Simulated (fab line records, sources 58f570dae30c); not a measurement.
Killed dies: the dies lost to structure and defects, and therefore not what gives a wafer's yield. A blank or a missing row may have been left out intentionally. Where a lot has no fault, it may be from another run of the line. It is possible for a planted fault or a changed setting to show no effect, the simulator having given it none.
Shared-tool check + flow berkeley_cmos170 + 14 lots, 42 wafers sampled

== THE REASON FOR OPENING IT ==
Of 14 lots, 2 have the reading V1_POLISHED_THK flagged at UCB170_V1_THK_MEAS_04. No-fault wafers: 1000.0 nm, standard deviation 1.
Rule: a lot is flagged when every wafer of it that has a number lies more than 4 standard deviations from that mean, or none has a number. All remaining lots are regarded as sound.

| lot  | measured     | on            | V1_POLISHED_THK (nm), wafer by wafer | flag    |
|------|--------------|---------------|--------------------------------------|---------|
| L531 | day 7 08:36  | film_metro-04 | 999.4 999.1 999.0                    |         |
| L533 | day 8 00:10  | film_metro-04 | 1000.5 1001.1 1001.6                 |         |
| L532 | day 8 00:11  | film_metro-02 | 998.4 1000.0 1000.4                  |         |
| L534 | day 8 16:43  | film_metro-01 | 1001.9 999.0 998.2                   |         |
| L536 | day 8 16:44  | film_metro-04 | 1000.5 999.6 1000.1                  |         |
| L537 | day 8 23:19  | film_metro-04 | 999.9 1000.2 1000.4                  |         |
| L541 | day 9 23:58  | film_metro-04 | 1978.0 1986.2 2035.1                 | FLAGGED |
| L543 | day 9 23:59  | film_metro-01 | 2018.8 2064.3 2054.5                 | FLAGGED |
| L548 | day 10 16:19 | film_metro-04 | 1002.2 1000.9 1000.1                 |         |
| L547 | day 10 18:16 | film_metro-04 | 1000.3 999.8 999.4                   |         |
| L550 | day 11 15:54 | film_metro-01 | 999.8 1000.3 998.9                   |         |
| L551 | day 11 19:14 | film_metro-01 | 999.7 999.5 1000.8                   |         |
| L553 | day 11 21:48 | film_metro-01 | 1002.2 1000.6 1000.6                 |         |
| L554 | day 12 02:15 | film_metro-01 | 1001.9 1000.0 1000.0                 |         |
Averaged over the flagged lots the numbers come to 2022.8 nm, +1022.8 nm from the usual (+99 or more standard deviations).

== EACH LOT AND THE TOOL IT RAN ON ==
The record holds 1 process step before the reading, out of a route of 331 steps. Each cell gives the tool, then ch followed by the chambers the sampled wafers passed through, then the start.
| lot  | flag    | UCB170_V1_CMP_02              |
|------|---------|-------------------------------|
| L531 |         | cmp-02 ch 0,2,3, day 7 08:13  |
| L533 |         | cmp-02 ch 0,1, day 7 23:45    |
| L532 |         | cmp-01 ch 1,2,3, day 7 23:45  |
| L534 |         | cmp-01 ch 0,3, day 8 16:18    |
| L536 |         | cmp-02 ch 0,2,3, day 8 16:24  |
| L537 |         | cmp-02 ch 0,1,2, day 8 22:56  |
| L541 | FLAGGED | cmp-02 ch 0,2,3, day 9 23:38  |
| L543 | FLAGGED | cmp-01 ch 0,1,2, day 9 23:41  |
| L548 |         | cmp-01 ch 1,2,3, day 10 15:54 |
| L547 |         | cmp-01 ch 0,2,3, day 10 17:58 |
| L550 |         | cmp-02 ch 0,1,3, day 11 15:28 |
| L551 |         | cmp-01 ch 0,1,3, day 11 18:57 |
| L553 |         | cmp-02 ch 0,1,2, day 11 21:26 |
| L554 |         | cmp-01 ch 0,2, day 12 01:53   |
What these steps do:
- UCB170_V1_CMP_02: polishes SiO2.
- UCB170_V1_THK_MEAS_04

== FLAGGED OVER TOTAL, TOOL BY TOOL (the gauges that took the reading come last) ==
| step                  | tool          | lots run | flagged | share of the flagged lots | sound lots run after its first flagged lot |
|-----------------------|---------------|----------|---------|---------------------------|--------------------------------------------|
| UCB170_V1_CMP_02      | cmp-01        | 7        | 1       | some                      | 4 (L548,L547,L551,L554)                    |
| UCB170_V1_CMP_02      | cmp-02        | 7        | 1       | some                      | 2 (L550,L553)                              |
| UCB170_V1_THK_MEAS_04 | film_metro-01 | 6        | 1       | some                      | 4 (L550,L551,L553,L554)                    |
| UCB170_V1_THK_MEAS_04 | film_metro-02 | 1        | 0       | none                      | -                                          |
| UCB170_V1_THK_MEAS_04 | film_metro-04 | 7        | 1       | some                      | 2 (L548,L547)                              |

== WHAT IS ALLOWED BY THE TABLE ==
No row of the table ran every flagged lot.

== WHAT THE SIMULATOR HAD PUT IN ==
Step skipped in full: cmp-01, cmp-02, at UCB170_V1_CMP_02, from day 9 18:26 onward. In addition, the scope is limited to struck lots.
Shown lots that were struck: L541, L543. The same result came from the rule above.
